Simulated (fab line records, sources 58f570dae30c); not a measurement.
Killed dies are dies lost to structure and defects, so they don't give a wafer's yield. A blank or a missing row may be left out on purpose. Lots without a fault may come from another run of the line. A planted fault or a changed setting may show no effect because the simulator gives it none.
Which tool did it? | flow berkeley_cmos170 | 7 lots, 21 wafers sampled, at 3 steps of a route of 331

WHAT THE GAUGES READ, wafer by wafer
UCB170_SDANNEAL_RS_MEAS_05: measures by four-point-probe.
lot  | measured     | on            | NLDD_RS (ohm/sq)
L668 | day 8 03:46  | film_metro-03 | 617.2 616.4 615.6
L672 | day 9 21:58  | film_metro-02 | 615.6 616.4 617.0
L673 | day 9 21:19  | film_metro-02 | 616.6 617.2 616.3
L677 | day 10 12:54 | film_metro-01 | 618.3 617.9 618.0
L681 | day 11 07:28 | film_metro-02 | 617.6 619.8 616.6
L682 | day 11 20:31 | film_metro-02 | 652.5 654.2 653.7
L689 | day 12 19:50 | film_metro-02 | 616.8 614.8 615.9

WHICH TOOL RAN EACH LOT (tool, then ch and the chambers of the sampled wafers, then the start)
lot  | UCB170_GATE_STRIP_16                 | UCB170_NLDD_IMPLANT_09
L668 | plasma_asher-02 ch 0,1, day 7 10:32  | implanter-03 ch 0, day 7 14:45
L672 | plasma_asher-02 ch 0,1, day 9 01:27  | implanter-01 ch 0, day 9 07:50
L673 | plasma_asher-03 ch 0,1, day 9 01:58  | implanter-03 ch 0, day 9 08:01
L677 | plasma_asher-01 ch 0,1, day 9 20:44  | implanter-03 ch 0, day 10 00:22
L681 | plasma_asher-01 ch 0,1, day 10 10:45 | implanter-03 ch 0, day 10 14:35
L682 | plasma_asher-03 ch 0,1, day 10 23:34 | implanter-01 ch 0, day 11 08:14
L689 | plasma_asher-02 ch 0,1, day 11 22:37 | implanter-04 ch 0, day 12 03:21
- UCB170_GATE_STRIP_16: strips in O2.
- UCB170_NLDD_IMPLANT_09

THE ANSWER, worked out from the rows above alone
Rule: what is usual is taken from the lots themselves. Put in order of their means at a reading, lots are off if they are a third of the lots or fewer, leave a main group of 4 or more, and stand apart from it by a gap of 3 or more times the standard deviation of the main group's means; of several such gaps the widest counts. A main group whose means are all the same, to the digits that the tables above print for the reading, isn't used. A lot without any number at a reading at which 4 lots or more have one is off too. The other lots that the step has rows for count as sound.
Off: L682, at UCB170_SDANNEAL_RS_MEAS_05 (NLDD_RS). The main group: mean 616.9 ohm/sq, standard deviation 0.85.
A tool fits if, at a process step before that reading, it ran every lot that is off, and no sound lot after the first of them. The gauges at UCB170_SDANNEAL_RS_MEAS_05 are tried like those tools. Can't be told from this: 2 tools fit, plasma_asher-03 at UCB170_GATE_STRIP_16, implanter-01 at UCB170_NLDD_IMPLANT_09.

WHAT THE SIMULATOR HAD PUT IN
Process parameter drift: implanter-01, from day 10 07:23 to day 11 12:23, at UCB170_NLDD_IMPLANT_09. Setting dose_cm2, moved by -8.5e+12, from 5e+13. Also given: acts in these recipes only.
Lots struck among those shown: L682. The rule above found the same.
